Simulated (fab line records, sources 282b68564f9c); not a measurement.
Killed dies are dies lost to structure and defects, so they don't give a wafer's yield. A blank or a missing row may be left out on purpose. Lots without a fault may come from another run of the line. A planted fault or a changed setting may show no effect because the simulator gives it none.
A struck lot beside a sound one | flow rit_cmos | 11 steps out of a route of 202
Sound: wafers L770.1, L770.2, L770.5. Struck: wafers L775.4, L775.5, L775.6. The cause comes at the end.
At each step with rows: each side's tool, then ch and its chambers, then its first start. Under that, the readings that differ: sound wafers | struck wafers | difference of the means | sigmas: that difference in standard deviations of wafers without a fault.
alike: readings whose means differ by less than 2 such deviations, and words and numbers that are the same on both sides. not compared: withheld readings, readings that some wafer has no value for, bounds like >300 that may hide the same value, and numbers for which the record gives no deviation and whose values overlap.
The two part at a step that has a row with sigmas, a row that says differs or no value, or rows on one side only. Numbers that don't overlap but have no deviation are shown without sigmas and don't part them. A reading that every wafer of one side lacks parts them only if that side has two wafers or more.

RIT_ACTIVE_BOW_MEAS_00:
  sound on film_metro-02, day 1 10:00; struck on film_metro-03, day 2 11:04
  alike: INCOMING_BOW
then, 1 step without rows for these wafers: RIT_ACTIVE_OXIDATION_01 (target thk 46.8 nm, ox time 3360 s).
RIT_ACTIVE_THK_MEAS_02:
  sound on film_metro-03, day 1 12:03; struck on film_metro-03, day 2 13:05
  alike: ACTIVE_OXIDE_THK
then, 1 step without rows for these wafers: RIT_ACTIVE_CVD_03 (deposits Si3N4 from SiH2Cl2/NH3, target thk 150 nm, time 1500 s).
RIT_ACTIVE_THK_MEAS_04:
  sound on film_metro-01, day 1 13:32; struck on film_metro-01, day 2 14:34
  alike: ACTIVE_NITRIDE_THK
then, 3 steps without rows for these wafers: RIT_ACTIVE_HMDS_05 (prime time 60 s); RIT_ACTIVE_COAT_06 (resist thk 1000 nm); RIT_ACTIVE_SOFTBAKE_07 (time 60 s).
RIT_ACTIVE_EXPOSE_08: exposes mask M1, target cd 1400 nm.
  sound on iline_stepper-01 ch 0, day 1 14:02; struck on iline_stepper-01 ch 0, day 2 15:13
  reading              | sound                | struck               | difference | sigmas
  exposure_dose_mJ_cm2 | 225.24 224.79 225.14 | 228.19 228.12 228.18 | +3.11      | +12
  alike: mask
then, 1 step without rows for these wafers: RIT_ACTIVE_PEB_09.
RIT_M1_PROBE_99:
  sound on prober-02, day 3 11:58; struck on prober-01, day 4 12:21
  alike: killed_at_contacts, killed_at_front_end, killed_dies, killed_open, killed_short

WHERE THEY PART
Only at RIT_ACTIVE_EXPOSE_08, within this record. Later steps at which nothing parts them and some readings are alike: RIT_M1_PROBE_99.

WHY: what the simulator had put in
Process parameter drift: iline_stepper-01, from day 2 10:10 on, at RIT_ACTIVE_EXPOSE_08. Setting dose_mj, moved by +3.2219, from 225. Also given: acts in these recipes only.
